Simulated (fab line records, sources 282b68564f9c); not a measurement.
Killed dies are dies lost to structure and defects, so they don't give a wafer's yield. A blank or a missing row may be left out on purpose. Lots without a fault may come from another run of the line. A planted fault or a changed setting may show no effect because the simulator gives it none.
fab line records | flow rit_cmos
record lots=6 wafers=18 last_day=6
route steps=202 shown PSD@144 SDANNEAL@153 NSD@158 PLDD@159 NLDD@160 SILICIDE@161 M1@202
lots that met no fault: from a run of the same line without faults
start_h: hours from the record's first day to the start of the lot's first wafer shown | wait_h: hours since the lot's step before | " the same as in the row above | L1.1+2: a row that stands for several wafers | - no value, or no start given | * or withheld: withheld | < > ~ a bound
route shown NAME@n: a module of which the file shows steps, and the number in the route of the first | usual: mean/standard deviation of fault-free wafers | same: alike in all rows | chamber/n: place in a boat | sites: the reading at each site | _std_site: their standard deviation | _edge_site: outer sites' mean less inner sites' | radius_mm: how far each site lies from the wafer's centre | mask NAME#n: copy n | behind: the tool/chamber that last shaped the wafer | hold: why the lot was held/for how many hours/how that ended | device: the transistor (n, p or np) that didn't switch | end of line: the same wafers' tests at the end of the route | a step without rows: its recipe alone | killed: dies lost to structure and defects at the first sort, not the wafer's yield | map: a wafer's dies, x killed, . not, _ none there
set.NAME: the setting as run; set.NAME@STEP: as run at that earlier step | model.NAME: the simulator's own value behind a step, which no gauge read
lots at some steps of the route; a table a step, a row a wafer
services: from which hour (start_h, from the record's first day; less than 0 if before it) a tool's chamber was out of use, for how many hours, and why
## steps
# step RIT_PSD_SOFTBAKE_02
# recipe resist=NOVOLAK temp_c=90 time_s=60
# step RIT_PSD_EXPOSE_03
# recipe mask_id=M10 na=0.57 target_cd_nm=40900 dose_mj=250
# step RIT_PSD_PEB_04
# recipe resist=NOVOLAK temp_c=withheld time_s=withheld
# step RIT_PSD_DEVELOP_05
# recipe resist=NOVOLAK develop_time_s=50 dev_temp_c=23
# step RIT_PSD_OVL_MEAS_06
# usual PSD_OVL=-0.5/1.6
# columns lot.wafer tool chamber start_h wait_h PSD_OVL[nm]
L843.2 overlay-01 - 102.02 - -1.5
L843.3 " - " " -4.6
L843.6 " - " " -3.1
L844.2 overlay-02 - 104.85 - 0.7
L844.3 " - " " 1.3
L844.5 " - " " 1.7
L847.1 overlay-01 - 115.08 - -0.6
L847.2 " - " " -1.2
L847.6 " - " " 1.0
L849.2 overlay-01 - 124.37 - 1.0
L849.3 " - " " 0.8
L849.4 " - " " 0.2
L850.1 overlay-02 - 127.78 - 1.9
L850.2 " - " " 1.4
L850.6 " - " " 1.3
L852.1 overlay-02 - 139.83 - -0.3
L852.3 " - " " 1.1
L852.5 " - " " -0.1
# step RIT_PSD_HARDBAKE_07
# recipe resist=NOVOLAK temp_c=140 time_s=60
# step RIT_PSD_IMPLANT_08
# recipe species=BF2 energy_kev=27 dose_cm2=5.117e+15 tilt_deg=7
# step RIT_PSD_STRIP_09
# recipe chemistry=O2 time_s=180 resist=NOVOLAK platen_temp_c=withheld power_w=500 pressure_mtorr=4000 o2_flow_sccm=4000
# usual chamber_pressure_mTorr=4000/3.7 drypump_motor_current_A=5.51/0.22
# columns lot.wafer tool chamber start_h wait_h chamber_pressure_mTorr drypump_motor_current_A rf_hours_counter_h
L843.2 plasma_asher-04 1 102.36 0.1 4002 5.43 47
L843.3 " 0 " " 4001 5.52 -
L843.6 " 1 " " 4002 5.42 -
L844.2 plasma_asher-02 1 105.18 0.1 3997 5.38 31
L844.3 " 1 " " 4006 5.38 -
L844.5 " 1 " " 3997 5.39 -
L847.1 plasma_asher-02 1 115.41 0.1 4004 5.40 33
L847.2 " 0 " " 3994 5.45 33
L847.6 " 1 " " 3999 5.38 -
L849.2 plasma_asher-04 1 124.70 0.1 4001 5.41 50
L849.3 " 0 " " 4001 5.55 -
L849.4 " 1 " " 4002 5.44 -
L850.1 plasma_asher-02 1 128.15 0.1 4000 5.38 34
L850.2 " 0 " " 3994 5.42 34
L850.6 " 1 " " 3999 5.37 -
L852.1 plasma_asher-02 0 140.17 0.1 3997 5.44 36
L852.3 " 1 " " 4000 5.39 -
L852.5 " 1 " " 4002 5.38 -
# step RIT_PSD_TW_MEAS_10
# usual PSD_TW=3456/45
# columns lot.wafer tool chamber start_h wait_h PSD_TW
L843.2 film_metro-01 - 102.54 0.1 3441
L843.3 " - " " 3419
L843.6 " - " " 3428
L844.2 film_metro-02 - 105.37 0.1 3417
L844.3 " - " " 3419
L844.5 " - " " 3436
L847.1 film_metro-02 - 115.59 0.1 3413
L847.2 " - " " 3419
L847.6 " - " " 3391
L849.2 film_metro-03 - 124.89 0.1 3498
L849.3 " - " " 3507
L849.4 " - " " 3477
L850.1 film_metro-02 - 128.32 0.1 3426
L850.2 " - " " 3419
L850.6 " - " " 3438
L852.1 film_metro-02 - 140.34 0.1 3426
L852.3 " - " " 3416
L852.5 " - " " 3440
# step RIT_SDANNEAL_CLEAN_00
# recipe chemistry=SC1 mix=3:3:50 time_s=600 temp_c=75
# step RIT_SDANNEAL_CLEAN_01
# recipe chemistry=dHF dilution=50:1 time_s=30
# step RIT_SDANNEAL_CLEAN_02
# recipe chemistry=SC2 mix=3:3:50 time_s=600 temp_c=75 dry=n2_spin
# step RIT_SDANNEAL_RTA_03
# recipe temp_c=1050 time_s=5 idle_temp_c=600 ramp_up_c_per_s=342 ramp_down_c_per_s=171 cool_to_c=600 ambient=N2
# usual wafer_temp_C_max=1053.7/1.2
# columns lot.wafer tool chamber start_h wait_h wafer_temp_C_max
L843.2 rtp_anneal-01 0 102.98 0.0 1051.6
L843.3 " 0 " " 1052.7
L843.6 " 0 " " 1053.6
L844.2 rtp_anneal-02 0 105.80 0.0 1053.8
L844.3 " 0 " " 1054.2
L844.5 " 0 " " 1053.7
L847.1 rtp_anneal-01 0 116.02 0.0 1085.7
L847.2 " 0 " " 1087.1
L847.6 " 0 " " 1087.1
L849.2 rtp_anneal-01 0 125.32 0.0 1085.8
L849.3 " 0 " " 1086.4
L849.4 " 0 " " 1086.1
L850.1 rtp_anneal-02 0 128.77 0.0 1053.2
L850.2 " 0 " " 1054.7
L850.6 " 0 " " 1054.8
L852.1 rtp_anneal-02 0 140.77 0.0 1053.6
L852.3 " 0 " " 1055.1
L852.5 " 0 " " 1055.6
# step RIT_SDANNEAL_RS_MEAS_04
# recipe thk_meas_gauge=four-point-probe
# usual PSD_RS=115.55/0.27
# columns lot.wafer tool chamber start_h wait_h PSD_RS[ohm/sq]
L843.2 film_metro-01 - 103.05 0.1 115.64
L843.3 " - " " 115.55
L843.6 " - " " 115.84
L844.2 film_metro-01 - 105.86 0.1 115.38
L844.3 " - " " 115.40
L844.5 " - " " 115.38
L847.1 film_metro-03 - 116.07 0.0 93.48
L847.2 " - " " 93.43
L847.6 " - " " 93.65
L849.2 film_metro-01 - 125.38 0.1 94.01
L849.3 " - " " 94.14
L849.4 " - " " 93.87
L850.1 film_metro-01 - 128.83 0.0 115.28
L850.2 " - " " 115.85
L850.6 " - " " 115.00
L852.1 film_metro-01 - 140.83 0.0 115.77
L852.3 " - " " 115.61
L852.5 " - " " 115.81
# step RIT_SDANNEAL_RS_MEAS_05
# recipe thk_meas_gauge=four-point-probe
# usual NSD_RS=86.0/0.32
# columns lot.wafer tool chamber start_h wait_h NSD_RS[ohm/sq]
L843.2 film_metro-01 - 103.17 0.1 85.9
L843.3 " - " " 85.7
L843.6 " - " " 85.5
L844.2 film_metro-01 - 105.98 0.1 85.8
L844.3 " - " " 86.2
L844.5 " - " " 86.0
L847.1 film_metro-03 - 116.19 0.1 84.3
L847.2 " - " " 84.6
L847.6 " - " " 84.3
L849.2 film_metro-01 - 125.50 0.1 84.9
L849.3 " - " " 84.9
L849.4 " - " " 84.7
L850.1 film_metro-01 - 128.95 0.1 86.0
L850.2 " - " " 85.9
L850.6 " - " " 86.0
L852.1 film_metro-01 - 140.95 0.1 86.3
L852.3 " - " " 86.1
L852.5 " - " " 85.9
# step RIT_SDANNEAL_RS_MEAS_06
# recipe thk_meas_gauge=four-point-probe
# usual PLDD_RS=178.6/0.5
# columns lot.wafer tool chamber start_h wait_h PLDD_RS[ohm/sq]
L843.2 film_metro-01 - 103.29 0.1 178.4
L843.3 " - " " 179.1
L843.6 " - " " 178.8
L844.2 film_metro-01 - 106.10 0.1 178.5
L844.3 " - " " 178.6
L844.5 " - " " 178.3
L847.1 film_metro-03 - 116.31 0.1 159.6
L847.2 " - " " 159.7
L847.6 " - " " 160.0
L849.2 film_metro-01 - 125.62 0.1 159.5
L849.3 " - " " 159.8
L849.4 " - " " 159.2
L850.1 film_metro-01 - 129.07 0.1 179.0
L850.2 " - " " 178.7
L850.6 " - " " 178.8
L852.1 film_metro-01 - 141.07 0.1 178.7
L852.3 " - " " 179.2
L852.5 " - " " 179.6
# step RIT_SDANNEAL_RS_MEAS_07
# recipe thk_meas_gauge=four-point-probe
# usual NLDD_RS=151.6/0.46
# columns lot.wafer tool chamber start_h wait_h NLDD_RS[ohm/sq]
L843.2 film_metro-01 - 103.41 0.1 152.0
L843.3 " - " " 152.2
L843.6 " - " " 152.1
L844.2 film_metro-01 - 106.22 0.1 151.7
L844.3 " - " " 151.2
L844.5 " - " " 151.2
L847.1 film_metro-03 - 116.43 0.1 149.5
L847.2 " - " " 150.1
L847.6 " - " " 150.1
L849.2 film_metro-01 - 125.74 0.1 150.9
L849.3 " - " " 150.5
L849.4 " - " " 150.9
L850.1 film_metro-01 - 129.19 0.1 151.1
L850.2 " - " " 152.2
L850.6 " - " " 151.9
L852.1 film_metro-01 - 141.19 0.1 151.6
L852.3 " - " " 152.0
L852.5 " - " " 152.0
# step RIT_SILICIDE_WET_ETCH_00
# recipe chemistry=BOE target=SiO2 target_depth_nm=14 time_s=15 dry=n2_spin dilution=10:1 temp_c=21.5
# step RIT_M1_PROBE_99
# usual killed_at_contacts=0.0/0.22 killed_at_front_end=6.9/2.9 killed_dies=7.0/2.9 killed_on_rim=1.8/1.2 killed_open=3.5/2 killed_short=3.5/2
# same gross_dies=264 killed_at_M0_to_M3=0 killed_at_M4_up=0 killed_at_back_side=0 killed_at_other=0
# columns lot.wafer tool chamber start_h wait_h killed_at_contacts killed_at_front_end killed_dies killed_on_rim killed_open killed_short
L843.2 prober-01 - 110.95 0.1 0 6 6 3 1 5
L843.3 prober-01 - 111.00 0.2 0 9 9 3 5 4
L843.6 prober-01 - 111.15 0.2 0 8 8 2 4 4
L844.2 prober-02 - 113.55 0.1 0 4 4 0 2 2
L844.3 prober-02 - 113.60 0.2 0 8 8 0 3 5
L844.5 prober-02 - 113.70 0.2 0 7 7 3 2 5
L849.2 prober-01 - 132.99 0.1 1 3 4 1 3 1
L849.3 prober-01 - 133.04 0.2 1 8 9 4 4 5
L849.4 prober-01 - 133.09 0.2 0 4 4 2 1 3
L850.1 prober-02 - 136.06 0.1 0 9 9 3 5 4
L850.2 prober-02 - 136.11 0.1 0 5 5 1 2 3
L850.6 prober-02 - 136.31 0.2 0 5 5 1 3 2
L852.1 prober-02 - 148.67 0.1 0 4 4 0 3 1
L852.3 prober-02 - 148.77 0.2 0 5 5 1 4 1
L852.5 prober-02 - 148.87 0.2 1 6 7 3 4 3
# killed by level:class
L843.2 GATE:geometric_particle:short=2 FOX1:geometric_particle:short=1 REOX:geometric_particle:short=1 SILICIDE:geometric_particle:short=1 SILICIDE:geometric_particle:open=1
L843.3 SILICIDE:geometric_particle:open=2 FOX1:geometric_particle:short=1 GATE:geometric_particle:open=1 GATE:geometric_particle:short=1 REOX:geometric_particle:open=1 SPACER:geometric_particle:open=1 SPACER:geometric_particle:short=1 SILICIDE:geometric_particle:short=1
L843.6 REOX:geometric_particle:open=2 FOX1:geometric_particle:open=1 FOX1:geometric_particle:short=1 GATE:geometric_particle:short=1 REOX:geometric_particle:short=1 SPACER:geometric_particle:open=1 SPACER:geometric_particle:short=1
L844.2 FOX2:geometric_particle:open=1 GATE:geometric_particle:short=1 SPACER:geometric_particle:short=1 SPACER:geometric_particle:open=1
L844.3 SPACER:geometric_particle:short=3 GATE:geometric_particle:open=2 REOX:geometric_particle:short=2 SILICIDE:geometric_particle:open=1
L844.5 FOX1:geometric_particle:short=1 GATE:geometric_particle:short=1 GATE:geometric_particle:open=1 REOX:geometric_particle:short=1 REOX:geometric_particle:open=1 SPACER:geometric_particle:short=1 SILICIDE:geometric_particle:short=1
L849.2 ACTIVE:geometric_particle:open=1 GATE:geometric_particle:open=1 GATE:geometric_particle:short=1 CONTACT:geometric_particle:open=1
L849.3 GATE:geometric_particle:short=3 SILICIDE:geometric_particle:open=2 GATE:geometric_particle:open=1 REOX:geometric_particle:open=1 SPACER:geometric_particle:short=1 CONTACT:geometric_particle:short=1
L849.4 GATE:geometric_particle:short=3 REOX:geometric_particle:open=1
L850.1 REOX:geometric_particle:short=3 GATE:geometric_particle:open=2 FOX2:geometric_particle:short=1 REOX:geometric_particle:open=1 SPACER:geometric_particle:open=1 SILICIDE:geometric_particle:open=1
L850.2 GATE:geometric_particle:short=2 FOX1:geometric_particle:open=1 REOX:geometric_particle:open=1 REOX:geometric_particle:short=1
L850.6 GATE:geometric_particle:open=3 GATE:geometric_particle:short=1 REOX:geometric_particle:short=1
L852.1 FOX1:geometric_particle:open=1 FOX2:geometric_particle:open=1 SILICIDE:geometric_particle:short=1 SILICIDE:geometric_particle:open=1
L852.3 REOX:geometric_particle:open=2 FOX1:geometric_particle:short=1 GATE:geometric_particle:open=1 SILICIDE:geometric_particle:open=1
L852.5 REOX:geometric_particle:short=2 FOX1:geometric_particle:open=1 GATE:geometric_particle:open=1 REOX:geometric_particle:open=1 SILICIDE:geometric_particle:open=1 CONTACT:geometric_particle:short=1
## services
# columns tool chamber start_h hours kind
plasma_asher-04 - 136.70 1.5 repair
## key
first_sign step=RIT_SDANNEAL_RTA_03 reading=wafer_temp_C_max direction=up sigmas=27 usual=* struck=*
effect step=RIT_SDANNEAL_RS_MEAS_04 reading=PSD_RS direction=down sigmas=81 usual=115.55 struck=93.76
effect step=RIT_SDANNEAL_RS_MEAS_05 reading=NSD_RS direction=down sigmas=4.3 usual=86.0 struck=84.6
effect step=RIT_SDANNEAL_RS_MEAS_06 reading=PLDD_RS direction=down sigmas=38 usual=178.6 struck=159.6
effect step=RIT_SDANNEAL_RS_MEAS_07 reading=NLDD_RS direction=down sigmas=2.7 usual=151.6 struck=150.3
met_at RIT_SDANNEAL_RTA_03
struck_wafers L847.1,L847.2,L847.6,L849.2,L849.3,L849.4
rows_end L847.1,L847.2,L847.6
tester_left_out L849
onset_between 102.98 116.02
fault kind=process_parameter_drift tool=rtp_anneal-01 chamber=- onset_h=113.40 steps=RIT_SDANNEAL_RTA_03 channel=temp_c offset=* shape=step end_h=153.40 acts_in=* stated=*
# tester_left_out: of these lots the tester's yield and bins aren't shown, on N5 and GAA mostly nor the transistor test; their killed dies are dies lost to structure and defects alone, not to doping, threshold or leakage, so they don't give the yield
# rows_end: these wafers met a further fault down the route, and their rows from its step on are left out
